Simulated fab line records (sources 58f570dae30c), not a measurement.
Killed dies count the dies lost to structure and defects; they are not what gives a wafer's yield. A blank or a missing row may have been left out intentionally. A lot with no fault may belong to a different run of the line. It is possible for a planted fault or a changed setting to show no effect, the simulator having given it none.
Code-filled problem report in 8D (eight disciplines) form + flow berkeley cmos170 + the parts of the form that need people (team, actions taken, sign-off) are left out

== 1. WHAT IS WRONG ==
Mean of cd nm at UCB170_M2_CD_MEAS_90: 724 nm across 4 wafers in 2 lots; on wafers with no fault it is 702 nm (standard deviation 3.7). Relative to the usual mean, that is a shift of +5.9 standard deviations.
The step: target cd 700 nm.
Earliest sighting: wafer L717.1 on cd sem-02 at day 11 05:49. The record has a number at this step for 42 wafers belonging to 14 lots. Rule for "out" (also "out of limits"): further than 4 standard deviations from the usual mean. All remaining wafers that have a number are taken as sound.

== 2. WHAT IT IS, AND WHAT IT ISN'T ==
| question                    | is                             | is not                                                                                                               |
|-----------------------------|--------------------------------|----------------------------------------------------------------------------------------------------------------------|
| which readings at this step | cd nm                          | -                                                                                                                    |
| which lots                  | L717, L720                     | L709, L710, L711, L716, L721, L723, L725, L726, L728, L729, L730, L731                                               |
| which wafers of those lots  | L717.1, L717.4, L717.5, L720.2 | L720.3, L720.6                                                                                                       |
| read on which gauges        | cd sem-02                      | cd sem-01                                                                                                            |
| when                        | from day 11 05:49              | up to then (12 sound wafers); but 26 sound wafers of L720, L721, L723, L725, L726, L728, L729, L730, L731 came after |

== 3. SUSPECTS, AND WHAT RULES EACH OUT ==
Counting: if a tool at a process step up to the reading ran every lot that is out, it stays a suspect. Sound lots after the first of them don't rule it out here, since some wafers of a struck lot are sound.
- ruled out: the gauge at UCB170_M2_CD_MEAS_90. All the wafers that are out were read on cd sem-02, but those of them that UCB170_M2_METAL_ETCH_18 has rows for are out there too, on other tools.
- rie metal-03 at UCB170_M2_METAL_ETCH_18 (etches Al in Cl2/BCl3, stops on SiO2, target depth 1170 nm, time 195 s): kept. It ran every lot that is out, first L717 (day 11 05:32); its last sound lot up to then is L710 (day 9 11:52). On those wafers its own readings are out: oes product au, run length s.
- Within rie metal-03 at UCB170_M2_METAL_ETCH_18: the wafers that are out ran in chamber 0; their sound lot-mates ran in chamber 1.
Remaining after the count: rie metal-03 at UCB170_M2_METAL_ETCH_18.

== 4. THE CAUSE (what the simulator had put in) ==
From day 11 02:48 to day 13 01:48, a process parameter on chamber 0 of rie metal-03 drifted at UCB170_M2_METAL_ETCH_18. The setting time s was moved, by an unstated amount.
Only this tool survived the counting.

== 5. THE EFFECT CHAIN, in route order ==
Rows list readings where the struck wafers' mean (over those with a number) sits beyond 3 standard deviations from the usual. Scope: only readings with a usual standard deviation given in the record; hours: median across lots of the time from each lot's start at the first step in this table that gives one to its start at this step; sigmas: change in usual standard deviations.
| hours | step                    | reading        | usual      | on struck wafers | change | sigmas      |
|-------|-------------------------|----------------|------------|------------------|--------|-------------|
| 0     | UCB170_M2_METAL_ETCH_18 | oes product au | 0.856 a.u. | 1.002            | +0.146 | +9.7        |
| 0     | UCB170_M2_METAL_ETCH_18 | run length s   | 223.0 s    | 143.1            | -79.9  | -99 or more |
| 0     | UCB170_M2_STRIP_19      | oes product au | 0.542 a.u. | 0.723            | +0.181 | +8.2        |
| 0     | UCB170_M2_CD_MEAS_90    | cd nm          | 702 nm     | 724              | +22    | +5.9        |
Here are the process steps it includes:
- UCB170_M2_METAL_ETCH_18: etches Al in Cl2/BCl3, stops on SiO2, target depth 1170 nm, time 195 s.
- UCB170_M2_STRIP_19: strips in O2.

== 6. HOW IT WOULD HAVE BEEN CAUGHT EARLIER ==
In this record the first reading out of limits at a measuring or inspecting step was taken at day 11 05:49, 3 hours after the fault began at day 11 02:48.
At UCB170_M2_METAL_ETCH_18, the tool's own readings (oes product au, run length s) were out on each struck wafer the step has a row for, so an alarm limit on them would have fired on the first such wafer.
Lots out: 2; of these, L720 started UCB170_M2_METAL_ETCH_18 on rie metal-03 after day 11 05:49. Had the tool been put on hold then, it would have been spared.
